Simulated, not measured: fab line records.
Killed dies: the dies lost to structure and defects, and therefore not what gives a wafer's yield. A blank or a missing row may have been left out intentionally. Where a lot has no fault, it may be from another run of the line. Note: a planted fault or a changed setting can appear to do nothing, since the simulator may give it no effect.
Problem report in the 8D (eight disciplines) form, filled by code ; flow berkeley cmos170 ; the parts of the form that need people (team, actions taken, sign-off) are left out

## 1. WHAT IS WRONG
oes product au at UCB170_ZERO_ETCH_06 reads a mean of 0.551 a.u. on 3 wafers of 2 lots; wafers without a fault read 0.617 a.u. with a standard deviation of 0.0079. That is -8.4 standard deviations from the usual mean.
The step: etches SiO2 in CHF3/CF4/Ar, time 12 s.
First seen on wafer L358.4, day 3 22:55, on rie diel-02. Wafers with a number at this step in the record: 42, from 14 lots. Rule for "out" (also "out of limits"): further than 4 standard deviations from the usual mean. The rest of the wafers with a number are treated as sound.

## 2. WHAT THIS IS AND IS NOT
question;is;is not
which readings at this step;oes product au;drypump motor current A, throttle valve pct
which lots;L358, L361;L349, L350, L351, L353, L354, L355, L356, L360, L365, L366, L367, L371
which wafers of those lots;L358.4, L358.6, L361.6;L358.2, L361.2, L361.5
read on which tools;rie diel-02;rie diel-01, rie diel-04
when;from day 3 22:55;"up to then (22 sound wafers); but 17 sound wafers of L360, L361, L365, L366, L367, L371 came after"

## 3. THE SUSPECTS, EACH WITH WHAT RULES IT OUT
Counting: if a tool at a process step up to the reading ran every lot that is out, it stays a suspect. Sound lots after the first of them don't rule it out here, since some wafers of a struck lot are sound.
- rie diel-02 at UCB170_ZERO_ETCH_06 (etches SiO2 in CHF3/CF4/Ar, time 12 s): kept. It ran every lot that is out, first L358 (day 3 22:55); its last sound lot up to then is L355 (day 3 09:25). Its own readings are out on those wafers: oes product au.
- At UCB170_ZERO_ETCH_06 on rie diel-02, chamber 2 took the sound wafers of the same lots and chamber 3 took the wafers that are out.
After counting, what remains is rie diel-02 at UCB170_ZERO_ETCH_06.

## 4. THE CAUSE (what the simulator had put in)
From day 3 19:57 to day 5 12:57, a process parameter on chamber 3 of rie diel-02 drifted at UCB170_ZERO_ETCH_06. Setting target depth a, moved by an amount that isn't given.
The count eliminated every tool but this one.

## 5. SEQUENCE OF EFFECTS, ordered by route
Each row: a reading where the mean over the struck wafers with a number is more than 3 standard deviations away from the usual. Only readings whose record carries a usual standard deviation are examined. hours: median over the lots of the time between each lot's start at the first step of this table that gives one and its start at this step. sigmas: the change, counted in usual standard deviations.
hours;step;reading;usual;on struck wafers;change;sigmas
0;UCB170_ZERO_ETCH_06;oes product au;0.617 a.u.;0.551;-0.066;-8.4
The process steps in it:
- UCB170_ZERO_ETCH_06: etches SiO2 in CHF3/CF4/Ar, time 12 s.
At these later measuring or inspecting steps, every struck wafer for which the step has a row has a number for every such reading, and none has moved that far: UCB170_ACTIVE_THK_MEAS_06, UCB170_SPACER_THK_MEAS_01.

## 6. HOW IT WOULD HAVE BEEN CAUGHT EARLIER
3 hours passed between the start of the fault at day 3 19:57 and the first reading out of limits in this record, taken at day 3 22:55.
